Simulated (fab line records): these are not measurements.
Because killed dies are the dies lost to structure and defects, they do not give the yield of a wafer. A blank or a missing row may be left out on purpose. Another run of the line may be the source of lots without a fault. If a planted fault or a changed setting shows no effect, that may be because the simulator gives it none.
Which tool is to blame? | flow berkeley_cmos170 | 13 lots, 39 wafers sampled, at 4 steps of a route of 331

== WHAT THE GAUGES SHOWED, per wafer ==
UCB170_NWELL_TW_MEAS_16. Usual: NWELL_TW typically reads 1245, with standard deviation 8.3.
lot  | measured    | on            | NWELL_TW                      | flag
L883 | day 2 17:17 | film_metro-01 | 1259 1255 1257                |
L884 | day 2 18:01 | film_metro-02 | 1237 1239 1229                |
L885 | day 2 20:37 | film_metro-02 | 1235 1230 1241                |
L886 | day 3 01:41 | film_metro-02 | 1240 1238 1237                |
L889 | day 3 19:46 | film_metro-04 | 1240 1239 1243                |
L894 | day 4 18:48 | film_metro-02 | 1296 1299 1296 1294 1291 1291 | OFF
L895 | day 4 23:35 | film_metro-04 | 1309 1301 1304 1304 1298 1301 | OFF
L898 | day 5 12:14 | film_metro-02 | 1256 1248 1248                |
L900 | day 6 01:46 | film_metro-02 | 1247 1235 1238                |
L903 | day 6 10:59 | film_metro-02 | 1236 1241 1238                |
L904 | day 6 22:47 | film_metro-04 | 1241 1244 1242                |
L905 | day 6 23:08 | film_metro-01 | 1261 1263 1261                |
L906 | day 7 09:35 | film_metro-02 | 1241 1246 1236                |

UCB170_PFIELD_TW_MEAS_09. Usual: PFIELD_TW typically reads 598, with standard deviation 4.
lot  | measured    | on            | PFIELD_TW   | flag
L883 | day 4 22:08 | film_metro-04 | 596 596 597 |
L884 | day 5 03:47 | film_metro-04 | 596 599 596 |
L885 | day 4 21:57 | film_metro-01 | 605 603 605 |
L886 | day 5 03:26 | film_metro-04 | 595 600 598 |
L889 | day 6 03:40 | film_metro-02 | 594 592 595 |
L894 | day 7 02:38 | film_metro-02 | 593 596 595 |
L895 | day 7 05:56 | film_metro-02 | 594 595 593 |
L898 | day 7 21:29 | film_metro-04 | 591 593 598 |
L900 | day 8 09:30 | film_metro-01 | 602 603 605 |
L903 | day 8 16:28 | film_metro-01 | 603 603 601 |
L904 | day 9 06:28 | film_metro-02 | 600 592 596 |
L905 | day 9 05:50 | film_metro-04 | 596 596 601 |
L906 | day 9 17:40 | film_metro-01 | 601 602 603 |

== EACH LOT AND THE TOOL THAT RAN IT (in order: tool; ch and the chambers of the sampled wafers; start) ==
lot  | UCB170_NWELL_IMPLANT_14        | UCB170_PWELL_STRIP_16
L883 | implanter-01 ch 0, day 2 17:04 | plasma_asher-02 ch 0,1, day 3 12:08
L884 | implanter-01 ch 0, day 2 17:46 | plasma_asher-04 ch 0,1, day 3 12:13
L885 | implanter-03 ch 0, day 2 20:23 | plasma_asher-03 ch 0,1, day 3 12:00
L886 | implanter-01 ch 0, day 3 01:26 | plasma_asher-03 ch 0, day 3 19:22
L889 | implanter-03 ch 0, day 3 19:32 | plasma_asher-03 ch 0,1, day 4 15:45
L894 | implanter-01 ch 0, day 4 18:34 | plasma_asher-04 ch 0, day 5 15:51
L895 | implanter-01 ch 0, day 4 23:21 | plasma_asher-02 ch 0,1, day 5 20:43
L898 | implanter-03 ch 0, day 5 11:59 | plasma_asher-02 ch 0,1, day 6 07:48
L900 | implanter-04 ch 0, day 6 01:31 | plasma_asher-02 ch 0,1, day 6 20:26
L903 | implanter-03 ch 0, day 6 10:44 | plasma_asher-02 ch 0,1, day 7 06:57
L904 | implanter-03 ch 0, day 6 22:32 | plasma_asher-02 ch 0, day 7 19:45
L905 | implanter-04 ch 0, day 6 22:54 | plasma_asher-04 ch 0,1, day 7 19:46
L906 | implanter-04 ch 0, day 7 09:20 | plasma_asher-04 ch 0,1, day 8 03:49
- UCB170_NWELL_IMPLANT_14
- UCB170_PWELL_STRIP_16: strips in O2.

== AS READ BY THE TOOLS THEMSELVES (means over the sampled wafers that have a number; for cases with no such wafer, the mark the record gives instead) ==
UCB170_NWELL_IMPLANT_14. Usual: dose_ions_cm2 1.0002e+13, standard deviation 1.2e+10; faraday_current_uA 31.7, standard deviation 0.63; tilt_deg 6.999 degrees, standard deviation 0.021.
lot  | tool         | dose_ions_cm2 | faraday_current_uA | tilt_deg (degrees) | flag
L883 | implanter-01 | 9.9893e+12    | 32.4               | 7.009              |
L884 | implanter-01 | 1.0011e+13    | 32.0               | 6.994              |
L885 | implanter-03 | 1.0002e+13    | 31.5               | 6.993              |
L886 | implanter-01 | 1.0004e+13    | 32.2               | 6.999              |
L889 | implanter-03 | 1.0003e+13    | 31.4               | 7.010              |
L894 | implanter-01 | 1.1583e+13    | 36.7               | 7.026              | OFF
L895 | implanter-01 | 1.1593e+13    | 36.5               | 6.969              | OFF
L898 | implanter-03 | 1.0005e+13    | 32.1               | 6.993              |
L900 | implanter-04 | 1.0004e+13    | 31.6               | 6.964              |
L903 | implanter-03 | 1.0018e+13    | 31.8               | 6.982              |
L904 | implanter-03 | 1.0005e+13    | 31.9               | 6.994              |
L905 | implanter-04 | 1.0004e+13    | 32.0               | 7.038              |
L906 | implanter-04 | 9.9997e+12    | 30.9               | 7.026              |

UCB170_PWELL_STRIP_16. Usual: drypump_motor_current_A 5.7 A, standard deviation 0.36; oes_product_au 0.721 a.u., standard deviation 0.0044; strip_time_to_endpoint_s 18.10 s, standard deviation 0.077.
lot  | tool            | drypump_motor_current_A (A) | oes_product_au (a.u.) | strip_time_to_endpoint_s (s) | flag
L883 | plasma_asher-02 | 5.6                         | 0.719                 | 18.04                        |
L884 | plasma_asher-04 | 5.7                         | 0.719                 | 18.12                        |
L885 | plasma_asher-03 | 6.2                         | 0.720                 | 18.15                        |
L886 | plasma_asher-03 | 5.9                         | 0.726                 | 18.10                        |
L889 | plasma_asher-03 | 6.2                         | 0.722                 | 18.11                        |
L894 | plasma_asher-04 | 5.2                         | 0.722                 | 18.03                        |
L895 | plasma_asher-02 | 5.6                         | 0.721                 | 18.14                        |
L898 | plasma_asher-02 | 5.5                         | 0.720                 | 18.18                        |
L900 | plasma_asher-02 | 5.5                         | 0.723                 | 18.14                        |
L903 | plasma_asher-02 | 5.6                         | 0.720                 | 17.93                        |
L904 | plasma_asher-02 | 5.7                         | 0.720                 | 18.18                        |
L905 | plasma_asher-04 | 5.7                         | 0.724                 | 18.09                        |
L906 | plasma_asher-04 | 5.7                         | 0.720                 | 17.95                        |

== THE ANSWER, worked out from the rows above alone ==
Rule: a lot counts as off when the mean over its wafers that have a number is more than 3 standard deviations away from the usual mean. Also off: a lot with no number at a reading for which 4 or more lots have one. Where the step has rows for the other lots, those lots are counted as sound. After the gauges, taken in route order, come the tools' own readings; for these a lot's mean is taken, as printed above. The first step at which some lot is off is used, and at that step the reading that is off furthest; a lot without a number counts as furthest.
Off: L894, L895, seen at UCB170_NWELL_TW_MEAS_16 (NWELL_TW).
If a tool, at a process step before that reading, ran all the lots that are off and no sound lot after the first of them, it fits. Not tried: the gauges at UCB170_NWELL_TW_MEAS_16; whatever is off there is also off at UCB170_NWELL_IMPLANT_14, on other tools, and gauge error can't account for it. One fits: implanter-01 at UCB170_NWELL_IMPLANT_14. Its last sound lot is L886 (day 3 01:26), its first lot that is off L894 (day 4 18:34): a fault that began between those two fits.
The tool's own readings at UCB170_NWELL_IMPLANT_14 bear it out: on the lots that are off they differ by more than 5 times the standard deviation of the sound lots' means. dose_ions_cm2 reads 1.1588e+13 there against 1.0004e+13 on the sound lots; faraday_current_uA reads 36.6 there against 31.8 on the sound lots.

== WHAT THE SIMULATOR PUT IN ==
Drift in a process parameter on implanter-01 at UCB170_NWELL_IMPLANT_14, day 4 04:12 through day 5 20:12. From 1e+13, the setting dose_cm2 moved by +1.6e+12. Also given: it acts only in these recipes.
Lots struck among those shown: L894, L895. This agrees with what the rule above found.
